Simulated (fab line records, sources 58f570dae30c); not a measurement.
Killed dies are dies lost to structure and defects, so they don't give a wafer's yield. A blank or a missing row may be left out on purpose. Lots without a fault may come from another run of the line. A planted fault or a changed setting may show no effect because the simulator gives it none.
Which tool did it? | flow berkeley_cmos170 | 14 lots, 42 wafers sampled, at 6 steps of a route of 331

WHAT THE GAUGES READ, wafer by wafer
UCB170_START_BOW_MEAS_00.
lot  | measured    | on            | INCOMING_BOW (um)
L925 | day 1 10:01 | film_metro-03 | 2 -3 11
L926 | day 1 15:00 | film_metro-03 | -5 7 -18
L927 | day 1 20:01 | film_metro-03 | -3 -2 3
L928 | day 2 01:00 | film_metro-03 | 4 10 12
L929 | day 2 06:02 | film_metro-04 | 3 7 -10
L930 | day 2 11:01 | film_metro-04 | 10 3 8
L933 | day 3 02:00 | film_metro-03 | -13 4 -2
L937 | day 3 22:00 | film_metro-02 | -3 -12 -11
L938 | day 4 03:01 | film_metro-04 | 12 -9 4
L943 | day 5 04:04 | film_metro-03 | 7 10 3
L944 | day 5 09:00 | film_metro-02 | -6 -4 -11
L946 | day 5 19:00 | film_metro-03 | -2 -5 -14
L947 | day 6 00:01 | film_metro-04 | -1 -2 -4
L948 | day 6 05:02 | film_metro-03 | 2 -2 -2

UCB170_GATE_THK_MEAS_02.
lot  | measured     | on            | GATE_OXIDE_THK (nm)
L925 | day 6 23:39  | film_metro-01 | 6.40 6.36 6.34
L926 | day 6 23:38  | film_metro-02 | 6.69 6.63 6.77
L927 | day 7 09:43  | film_metro-02 | 6.43 6.52 6.36
L928 | day 7 09:38  | film_metro-02 | 6.41 6.39 6.40
L929 | day 7 09:40  | film_metro-01 | 6.65 6.45 6.60
L930 | day 8 01:13  | film_metro-01 | 6.49 6.51 6.48
L933 | day 8 09:30  | film_metro-01 | 6.52 6.50 6.66
L937 | day 9 14:40  | film_metro-02 | 6.67 6.71 6.69
L938 | day 9 14:44  | film_metro-02 | 6.75 6.54 6.56
L943 | day 10 06:29 | film_metro-02 | 6.61 6.74 6.56
L944 | day 10 11:11 | film_metro-01 | 6.39 6.24 6.43
L946 | day 11 03:36 | film_metro-01 | 6.75 6.79 6.78
L947 | day 11 03:37 | film_metro-03 | 6.58 6.59 6.52
L948 | day 11 07:42 | film_metro-02 | 6.66 6.50 6.47

UCB170_V2_CD_MEAS_90: target cd 700 nm.
lot  | measured     | on        | cd_nm (nm)
L925 | day 9 01:14  | cd_sem-01 | 701.4 700.4 702.1
L926 | day 8 20:33  | cd_sem-01 | 698.4 698.6 701.2
L927 | day 9 10:29  | cd_sem-02 | 700.3 699.1 701.9
L928 | day 9 10:33  | cd_sem-01 | 702.0 701.9 703.1
L929 | day 9 05:03  | cd_sem-02 | 700.8 701.6 700.2
L930 | day 10 01:22 | cd_sem-01 | 698.9 699.9 700.0
L933 | day 10 06:43 | cd_sem-02 | 698.5 700.6 700.0
L937 | day 11 09:10 | cd_sem-01 | 692.2 694.4 693.9
L938 | day 11 11:35 | cd_sem-02 | 694.6 695.3 695.7
L943 | day 11 22:50 | cd_sem-02 | 698.9 702.0 699.9
L944 | day 12 06:47 | cd_sem-02 | 700.3 700.0 697.8
L946 | day 12 19:22 | cd_sem-01 | 701.1 699.3 698.4
L947 | day 12 19:40 | cd_sem-01 | 699.5 699.6 702.0
L948 | day 13 13:34 | cd_sem-02 | 700.6 699.5 700.4

UCB170_M3_BOW_MEAS_20.
lot  | measured     | on            | M3_BOW (um)
L925 | day 9 06:22  | film_metro-04 | 38 32 47
L926 | day 9 01:08  | film_metro-02 | 35 47 22
L927 | day 9 13:23  | film_metro-04 | 29 30 36
L928 | day 9 13:38  | film_metro-02 | 41 48 49
L929 | day 9 09:01  | film_metro-02 | 39 42 26
L930 | day 10 04:38 | film_metro-02 | 42 35 42
L933 | day 10 10:10 | film_metro-03 | 26 44 38
L938 | day 11 14:47 | film_metro-04 | 49
L943 | day 12 01:38 | film_metro-04 | 40 42 36
L944 | day 12 09:43 | film_metro-04 | 35 37 30
L946 | day 12 23:25 | film_metro-04 | 31 29 21
L947 | day 13 00:26 | film_metro-04 | 35 34 31
L948 | day 13 16:21 | film_metro-03 | 36 33 33

WHICH TOOL RAN EACH LOT (tool, then ch and the chambers of the sampled wafers, then the start)
lot  | UCB170_V2_ETCH_14                  | UCB170_V2_STRIP_15
L925 | rie_diel-01 ch 1,2, day 9 00:56    | plasma_asher-02 ch 0,1, day 9 01:07
L926 | rie_diel-02 ch 1,2,3, day 8 20:16  | plasma_asher-02 ch 0,1, day 8 20:27
L927 | rie_diel-03 ch 0,3, day 9 10:11    | plasma_asher-01 ch 0, day 9 10:22
L928 | rie_diel-01 ch 0,1,2, day 9 10:16  | plasma_asher-02 ch 0, day 9 10:27
L929 | rie_diel-01 ch 0,2,3, day 9 04:44  | plasma_asher-02 ch 0,1, day 9 04:56
L930 | rie_diel-03 ch 0,1,3, day 10 01:04 | plasma_asher-04 ch 0,1, day 10 01:15
L933 | rie_diel-01 ch 0,1,3, day 10 06:26 | plasma_asher-02 ch 0,1, day 10 06:37
L937 | rie_diel-02 ch 0,1,2, day 11 08:53 | plasma_asher-04 ch 0,1, day 11 09:04
L938 | rie_diel-02 ch 1,2, day 11 11:18   | plasma_asher-04 ch 0,1, day 11 11:28
L943 | rie_diel-01 ch 0,1,2, day 11 22:27 | plasma_asher-04 ch 0,1, day 11 22:40
L944 | rie_diel-03 ch 0,1,2, day 12 06:31 | plasma_asher-02 ch 0,1, day 12 06:41
L946 | rie_diel-03 ch 0,2,3, day 12 19:05 | plasma_asher-02 ch 0,1, day 12 19:16
L947 | rie_diel-01 ch 0,2,3, day 12 19:23 | plasma_asher-04 ch 0,1, day 12 19:33
L948 | rie_diel-03 ch 0,1,3, day 13 13:14 | plasma_asher-02 ch 0,1, day 13 13:27
- UCB170_V2_ETCH_14: etches SiO2 in CHF3/CF4/Ar, stops on Al, target depth 1250 nm, time 291 s.
- UCB170_V2_STRIP_15: strips in O2.

WHAT THE TOOLS THEMSELVES READ (means of the sampled wafers that have a number; where no wafer has one, the mark that the record gives instead)
UCB170_V2_ETCH_14.
lot  | tool        | CHF3_flow_sccm (sccm) | drypump_motor_current_A (A) | oes_product_au (a.u.) | rf_fwd_power_W (W) | throttle_valve_pct (%)
L925 | rie_diel-01 | 45.06                 | 5.6                         | 0.869                 | 699.0              | 6.90
L926 | rie_diel-02 | 44.89                 | 5.7                         | 0.862                 | 699.1              | 7.03
L927 | rie_diel-03 | 44.95                 | 5.9                         | 0.867                 | 698.7              | 7.04
L928 | rie_diel-01 | 44.91                 | 5.6                         | 0.874                 | 696.4              | 6.91
L929 | rie_diel-01 | 44.87                 | 5.6                         | 0.884                 | 701.2              | 6.93
L930 | rie_diel-03 | 45.06                 | 6.0                         | 0.866                 | 699.5              | 6.91
L933 | rie_diel-01 | 45.01                 | 5.4                         | 0.878                 | 696.9              | 6.90
L937 | rie_diel-02 | 45.15                 | 5.8                         | 0.845                 | 418.9              | 7.05
L938 | rie_diel-02 | 44.90                 | 5.6                         | 0.855                 | 418.2              | 7.07
L943 | rie_diel-01 | 45.02                 | 5.6                         | 0.871                 | 697.7              | 6.91
L944 | rie_diel-03 | 45.02                 | 6.5                         | 0.874                 | 695.2              | 6.95
L946 | rie_diel-03 | 45.01                 | 6.0                         | 0.878                 | 698.5              | 7.03
L947 | rie_diel-01 | 44.93                 | 5.6                         | 0.888                 | 697.8              | 6.92
L948 | rie_diel-03 | 45.00                 | 6.0                         | 0.870                 | 699.4              | 6.90

UCB170_V2_STRIP_15.
lot  | tool            | drypump_motor_current_A (A) | oes_product_au (a.u.) | strip_time_to_endpoint_s (s)
L925 | plasma_asher-02 | 5.89                        | 0.721                 | 15.27
L926 | plasma_asher-02 | 5.86                        | 0.720                 | 15.29
L927 | plasma_asher-01 | 6.10                        | 0.723                 | 15.22
L928 | plasma_asher-02 | 5.61                        | 0.719                 | 15.39
L929 | plasma_asher-02 | 5.88                        | 0.723                 | 15.37
L930 | plasma_asher-04 | 5.32                        | 0.717                 | 15.29
L933 | plasma_asher-02 | 5.88                        | 0.723                 | 15.38
L937 | plasma_asher-04 | 5.34                        | 0.725                 | 16.74
L938 | plasma_asher-04 | 5.39                        | 0.719                 | 16.64
L943 | plasma_asher-04 | 5.33                        | 0.721                 | 15.27
L944 | plasma_asher-02 | 5.88                        | 0.722                 | 15.31
L946 | plasma_asher-02 | 5.88                        | 0.720                 | 15.45
L947 | plasma_asher-04 | 5.33                        | 0.720                 | 15.20
L948 | plasma_asher-02 | 5.90                        | 0.724                 | 15.32

THE ANSWER, worked out from the rows above alone
Rule: what is usual is taken from the lots themselves. Put in order of their means at a reading, lots are off if they are a third of the lots or fewer, leave a main group of 4 or more, and stand apart from it by a gap of 3 or more times the standard deviation of the main group's means; of several such gaps the widest counts. A main group whose means are all the same, to the digits that the tables above print for the reading, isn't used. A lot without any number at a reading at which 4 lots or more have one is off too. The other lots that the step has rows for count as sound. The gauges are gone through in route order, then the tools' own readings, and for those a lot's mean is taken as printed above. The first step at which some lot is off is used, and at that step the reading that is off furthest; a lot without a number counts as furthest.
Off: L937, L938, at UCB170_V2_CD_MEAS_90 (cd_nm). The main group: mean 700.3 nm, standard deviation 0.84.
A tool fits if, at a process step before that reading, it ran every lot that is off, and no sound lot after the first of them. The gauges at UCB170_V2_CD_MEAS_90 aren't tried: what is off there is off at UCB170_V2_ETCH_14 too, on other tools, and a gauge's error can't cause that. One fits: rie_diel-02 at UCB170_V2_ETCH_14. Its last sound lot is L926 (day 8 20:16), its first lot that is off L937 (day 11 08:53): a fault that began between those two fits.
The tool's own readings at UCB170_V2_ETCH_14 bear it out: on the lots that are off they differ by more than 5 times the standard deviation of the sound lots' means. rf_fwd_power_W reads 418.5 W there against 698.3 W on the sound lots.

WHAT THE SIMULATOR HAD PUT IN
Process parameter drift: rie_diel-02, from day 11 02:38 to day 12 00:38, at UCB170_V2_ETCH_14. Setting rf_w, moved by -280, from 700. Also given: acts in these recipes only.
Lots struck among those shown: L937, L938. The rule above found the same.
